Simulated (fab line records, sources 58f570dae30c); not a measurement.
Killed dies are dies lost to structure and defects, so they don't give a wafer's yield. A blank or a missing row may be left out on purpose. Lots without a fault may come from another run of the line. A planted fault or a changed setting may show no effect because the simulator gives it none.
Problem report in the 8D (eight disciplines) form, filled by code | flow berkeley_cmos170 | the parts of the form that need people (team, actions taken, sign-off) are left out

1. THE PROBLEM
V2_TEOS_THK at UCB170_V2_THK_MEAS_01 reads a mean of 1725 nm on 6 wafers of 2 lots; wafers without a fault read 1996 nm with a standard deviation of 24. That is -11 standard deviations from the usual mean.
First seen on wafer L224.4, day 12 14:17, on film_metro-02. The record holds 42 wafers of 14 lots with a number at this step. Rule for "out", or "out of limits": more than 4 standard deviations from the usual mean. The other wafers with a number count as sound.

2. WHAT IT IS AND WHAT IT IS NOT
question                    | is                           | is not
which readings at this step | V2_TEOS_THK                  | -
which lots                  | L224, L228                   | L206, L209, L210, L211, L212, L215, L216, L217, L218, L219, L220, L222
which wafers of those lots  | all that have a number       | -
read on which gauges        | film_metro-02, film_metro-03 | film_metro-01
when                        | from day 12 14:17            | up to then (36 sound wafers)

3. SUSPECTS, AND WHAT RULES EACH OUT
Counting: a tool at a process step up to the reading stays a suspect if it ran every lot that is out and no sound lot after the first of them.
- the gauge at UCB170_V2_THK_MEAS_01: ruled out. The wafers that are out were read on 2 gauges (film_metro-02, film_metro-03).
- pecvd-01 at UCB170_V2_CVD_00 (deposits SiO2 from TEOS/O2, target thk 2000 nm, time 250 s): kept. It ran every lot that is out, first L224 (day 12 14:10), and no sound lot after that; its last sound lot up to then is L222 (day 12 00:05). Its own readings are out on those wafers: rf_fwd_power_W.
Left after counting: pecvd-01 at UCB170_V2_CVD_00.

4. THE CAUSE (what the simulator had put in)
Process parameter drift: pecvd-01, from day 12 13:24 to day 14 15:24, at UCB170_V2_CVD_00. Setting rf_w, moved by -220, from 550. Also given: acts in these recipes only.
Counting left only this tool.

5. THE CHAIN OF EFFECTS, in route order
Each row: a reading whose mean over the struck wafers that have a number lies more than 3 standard deviations from the usual. Only readings for which the record gives a usual standard deviation are gone through. hours: the time from each lot's start at the first step in this table that gives one to its start at this step, as a median over the lots. sigmas: the change in usual standard deviations.
hours | step                  | reading        | usual   | on struck wafers | change | sigmas
0     | UCB170_V2_CVD_00      | rf_fwd_power_W | 548.3 W | 328.6            | -219.7 | -99 or more
0     | UCB170_V2_THK_MEAS_01 | V2_TEOS_THK    | 1996 nm | 1725             | -271   | -11
The process steps in it:
- UCB170_V2_CVD_00: deposits SiO2 from TEOS/O2, target thk 2000 nm, time 250 s.

6. WHAT WOULD HAVE CAUGHT IT SOONER
In this record the first reading out of limits at a measuring or inspecting step was taken at day 12 14:17, 1 hour after the fault began at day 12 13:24.
The tool's own readings at UCB170_V2_CVD_00 were out on every struck wafer that the step has a row for (rf_fwd_power_W): an alarm limit on them would have fired on the first of those.
Of the lots that are out (2), L228 began UCB170_V2_CVD_00 on pecvd-01 after day 12 14:17. A hold on the tool at that time would have spared it.
